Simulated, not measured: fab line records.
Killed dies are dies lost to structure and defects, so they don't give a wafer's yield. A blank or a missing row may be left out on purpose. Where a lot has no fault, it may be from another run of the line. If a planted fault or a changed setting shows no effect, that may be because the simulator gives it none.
Which of the tools did it?	flow rit-cmos	21 wafers from 7 lots sampled at 2 of the route's 202 steps

## WHAT EACH GAUGE READ, for each wafer
RIT_NLDD_TW_MEAS_10.
lot	measured	on	NLDD_TW
L564	day 3 06:51	film-metro-04	2477 2474 2482
L566	day 3 16:17	film-metro-03	2500 2483 2485
L568	day 4 04:47	film-metro-04	2456 2460 2451
L570	day 4 14:58	film-metro-04	2458 2454 2463
L572	day 5 02:16	film-metro-03	2673 2662 2659
L574	day 5 11:32	film-metro-04	2651 2637 2646
L584	day 7 13:59	film-metro-04	2456 2468 2461

## WHICH TOOL RAN EACH LOT (tool, then ch and the chambers of the sampled wafers, then the start)
lot	RIT_NLDD_IMPLANT_08
L564	implanter-04 ch 0, day 3 06:32
L566	implanter-04 ch 0, day 3 15:58
L568	implanter-03 ch 0, day 4 04:28
L570	implanter-04 ch 0, day 4 14:41
L572	implanter-04 ch 0, day 5 01:56
L574	implanter-04 ch 0, day 5 11:13
L584	implanter-03 ch 0, day 7 13:42
- RIT_NLDD_IMPLANT_08

## THE ANSWER, worked out from the rows above alone
Rule: what is usual is taken from the lots themselves. The widest of any qualifying gaps counts: lots, ordered by their means at a reading, are off when they make up no more than a third of the lots, leave a main group of 4 or more, and stand apart from it by 3 or more times the standard deviation of that group's means. If all means in a main group match to the digits the tables above print for the reading, that group is not used. A lot without any number at a reading at which 4 lots or more have one is off too. Any other lot the step has rows for is counted as sound.
Off: L572, L574, at RIT_NLDD_TW_MEAS_10 (NLDD_TW). For the main group the mean is 2469 and the standard deviation 13.
A tool fits if, at a process step before that reading, it ran every lot that is off, and no sound lot after the first of them. Those tools and the gauges at RIT_NLDD_TW_MEAS_10 are tried in the same way. One candidate fits, namely implanter-04 at RIT_NLDD_IMPLANT_08. A fault onset in the window from L570 (day 4 14:41, its last sound lot) to L572 (day 5 01:56, its first lot off) fits.

## WHAT THE SIMULATOR HAD PUT IN
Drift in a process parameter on implanter-04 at RIT_NLDD_IMPLANT_08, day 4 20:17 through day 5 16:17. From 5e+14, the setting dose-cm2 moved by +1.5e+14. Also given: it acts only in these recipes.
Lots struck among those shown: L572, L574. Same finding as the rule above.
